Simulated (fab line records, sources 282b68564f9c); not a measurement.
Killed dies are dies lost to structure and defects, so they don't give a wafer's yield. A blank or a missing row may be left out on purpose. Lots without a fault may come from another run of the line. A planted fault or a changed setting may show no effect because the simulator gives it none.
Which tool did it? | flow rit_cmos | 14 lots, 42 wafers sampled, at 2 steps of a route of 202

WHAT THE GAUGES READ, wafer by wafer
The record holds no reading of a measuring or inspecting step that can be judged against a usual standard deviation.

WHICH TOOL RAN EACH LOT (tool, then ch and the chambers of the sampled wafers, then the start)
lot  | RIT_CONTACT_STRIP_12                | RIT_M1_PROBE_99
L332 | plasma_asher-01 ch 0,1, day 3 06:14 | -
L334 | plasma_asher-04 ch 0,1, day 3 15:52 | -
L335 | plasma_asher-01 ch 0,1, day 3 21:44 | -
L338 | plasma_asher-01 ch 0,1, day 4 11:17 | -
L341 | plasma_asher-01 ch 0,1, day 5 06:25 | -
L342 | plasma_asher-04 ch 0,1, day 5 14:17 | -
L343 | plasma_asher-02 ch 0,1, day 5 21:56 | prober-01, day 6 02:43
L344 | plasma_asher-02 ch 0,1, day 6 02:51 | prober-02, day 6 07:38
L348 | plasma_asher-01 ch 0,1, day 6 22:01 | -
L350 | plasma_asher-02 ch 0, day 7 01:37   | -
L349 | plasma_asher-04 ch 0,1, day 7 08:34 | -
L352 | plasma_asher-01 ch 0,1, day 7 15:10 | -
L353 | plasma_asher-02 ch 0,1, day 7 23:50 | -
L355 | plasma_asher-02 ch 0,1, day 8 07:40 | -
- RIT_CONTACT_STRIP_12: strips in O2, time 180 s.
- RIT_M1_PROBE_99

WHAT THE TOOLS THEMSELVES READ (means of the sampled wafers that have a number; where no wafer has one, the mark that the record gives instead)
RIT_CONTACT_STRIP_12.
lot  | tool            | chamber_pressure_mTorr (mTorr) | drypump_motor_current_A (A)
L332 | plasma_asher-01 | 3999                           | 5.6
L334 | plasma_asher-04 | 3998                           | 6.6
L335 | plasma_asher-01 | 4000                           | 5.7
L338 | plasma_asher-01 | 3998                           | 5.7
L341 | plasma_asher-01 | 4001                           | 5.7
L342 | plasma_asher-04 | 4001                           | 6.6
L343 | plasma_asher-02 | -                              | -
L344 | plasma_asher-02 | -                              | -
L348 | plasma_asher-01 | 4003                           | 5.6
L350 | plasma_asher-02 | 3998                           | 6.1
L349 | plasma_asher-04 | 3998                           | 6.4
L352 | plasma_asher-01 | 4001                           | 5.6
L353 | plasma_asher-02 | 4000                           | 5.5
L355 | plasma_asher-02 | 4000                           | 5.8

RIT_M1_PROBE_99.
lot  | tool      | killed_at_M0_to_M3 | killed_at_contacts | killed_at_front_end | killed_dies | killed_on_rim | killed_open | killed_short
L343 | prober-01 | 256.7              | 0.0                | 7                   | 264         | 70.0          | 4.0         | 3.3
L344 | prober-02 | 253.0              | 0.0                | 11                  | 264         | 70.0          | 5.0         | 6.0

THE ANSWER, worked out from the rows above alone
Rule: what is usual is taken from the lots themselves. Put in order of their means at a reading, lots are off if they are a third of the lots or fewer, leave a main group of 4 or more, and stand apart from it by a gap of 3 or more times the standard deviation of the main group's means; of several such gaps the widest counts. A main group whose means are all the same, to the digits that the tables above print for the reading, isn't used. A lot without any number at a reading at which 4 lots or more have one is off too. The other lots that the step has rows for count as sound. The gauges are gone through in route order, then the tools' own readings, and for those a lot's mean is taken as printed above. The first step at which some lot is off is used, and at that step the reading that is off furthest; a lot without a number counts as furthest.
Off: L343, L344, at RIT_CONTACT_STRIP_12 (chamber_pressure_mTorr). Without a number there: L343, L344. The main group: mean 4000 mTorr, standard deviation 1.5.
A tool fits if, at that step or a process step before it, it ran every lot that is off, and no sound lot after the first of them. None of those tried fits.

WHAT THE SIMULATOR HAD PUT IN
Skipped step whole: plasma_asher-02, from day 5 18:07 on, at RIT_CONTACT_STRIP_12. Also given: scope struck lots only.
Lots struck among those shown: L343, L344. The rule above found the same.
